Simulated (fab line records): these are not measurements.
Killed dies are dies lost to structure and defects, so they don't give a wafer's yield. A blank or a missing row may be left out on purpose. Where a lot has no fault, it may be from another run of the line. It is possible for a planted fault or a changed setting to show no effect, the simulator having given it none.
Lot-split experiment	flow rit_cmos	5 lots, 23 wafers read, on a route of 202 steps

## THE SPLIT ITSELF
At RIT_PRETRO_COAT_01 (resist thk 1300 nm), the setting spin_rpm was moved away from the recipe's 2000 rpm on 11 of the 23 wafers read, by -4.8% to +5.5%. This setting was run at the recipe's value on the other wafers.

## FROM THE SPLIT TO THE READING: what the file shows between them, 3 steps
- RIT_PRETRO_SOFTBAKE_02: time 60 s
- RIT_PRETRO_EXPOSE_03: exposes mask M5, target cd 43700 nm
- RIT_PRETRO_DEVELOP_05: develop time 68 s

## THE READING
NOVOLAK_of_PRETRO_COAT_01.thk_nm (the simulator's own value, which no gauge read), in nm, at RIT_PRETRO_HARDBAKE_07 (time 120 s). The file does not state a usual value for it. The 12 wafers here that ran the recipe average 1140 nm, standard deviation 2.8 nm.

wafer	tool, chamber at the split	spin_rpm as run, rpm	against the recipe	NOVOLAK_of_PRETRO_COAT_01.thk_nm, nm	against lot-mates on the recipe
L075.1	litho_track-01, 0	2000	recipe	1139	-
L075.2	litho_track-01, 0	1903	-4.8%	1164	+23
L075.3	litho_track-01, 0	1903	-4.8%	1169	+28
L075.4	litho_track-01, 0	2000	recipe	1141	-
L075.5	litho_track-01, 0	2000	recipe	1142	-
L076.1	litho_track-02, 0	1940	-3.0%	1155	+16
L076.2	litho_track-02, 0	2000	recipe	1140	-
L076.3	litho_track-02, 0	2000	recipe	1137	-
L076.4	litho_track-02, 0	1940	-3.0%	1157	+18
L076.6	litho_track-02, 0	1940	-3.0%	1156	+18
L078.1	litho_track-03, 0	2046	+2.3%	1130	-8
L078.6	litho_track-03, 0	2046	+2.3%	1130	-8
L078.2	litho_track-03, 0	2046	+2.3%	1128	-10
L078.3	litho_track-03, 0	2000	recipe	1140	-
L078.4	litho_track-03, 0	2000	recipe	1136	-
L079.1	litho_track-02, 0	2110	+5.5%	1110	-28
L079.2	litho_track-02, 0	2000	recipe	1140	-
L079.3	litho_track-02, 0	2000	recipe	1136	-
L079.4	litho_track-02, 0	2110	+5.5%	1111	-27
L079.6	litho_track-02, 0	2110	+5.5%	1109	-29
L082.1	litho_track-02, 0	2000	recipe	1145	-
L082.2	litho_track-02, 0	2000	recipe	1145	-
L082.3	litho_track-02, 0	2000	recipe	1140	-

FIT RESULTS
A straight line over all 23 wafers: NOVOLAK_of_PRETRO_COAT_01.thk_nm changes by -5.37 nm for each +1% of spin_rpm; r = -0.99; the points scatter about the line by 2.4 nm.
The same after taking each lot's own level away (the mean of its wafers on the recipe; 23 wafers): -5.17 nm for each +1%; r = -0.99; scatter 2.1 nm.
The reading moves by 28 nm for the largest change in spin_rpm, on that fit.
Across the lots, their own levels run from 1138.0 to 1143.3 nm, a range of 1.9 times the standard deviation given above.
The two slopes agree, so the slope changes little with the lot-to-lot level.
Check: with one of the wafers moved furthest among these (+5.5%) left out of the fit, the line predicts -27.5 nm for it against its lot-mates. It came out at -28 nm against them.

## THESE WAFERS: OTHER SPLITS
Before the reading, these wafers also passed through other splits. Each is held against what the fit with the lots' levels taken away leaves over:
other split on the same wafers	wafers away from the commonest value	r with NOVOLAK_of_PRETRO_COAT_01.thk_nm (lot level and that fit taken away)
RIT_ACTIVE_OXIDATION_01 ox_time_s	18	-0.11
RIT_ACTIVE_COAT_06 spin_rpm	4	-0.12
RIT_NWELL_SOFTBAKE_02 temp_c	7	-0.35

## THE WHOLE CHAIN: every reading that the file lists as answering this split, in the file's order
step	what it does	reading	change (the file's fit)	r (the file's)
RIT_PRETRO_COAT_01	resist thk 1300 nm	NOVOLAK_of_PRETRO_COAT_01.thk_nm (the simulator's own value, which no gauge read)	-6 nm for each +1% of the setting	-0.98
RIT_PRETRO_HARDBAKE_07	time 120 s	NOVOLAK_of_PRETRO_COAT_01.thk_nm (the simulator's own value, which no gauge read)	-5.17 nm for each +1% of the setting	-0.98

## FILE'S OWN FIT
NOVOLAK_of_PRETRO_COAT_01.thk_nm changes by -5.17 nm for each +1% of spin_rpm, r = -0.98.
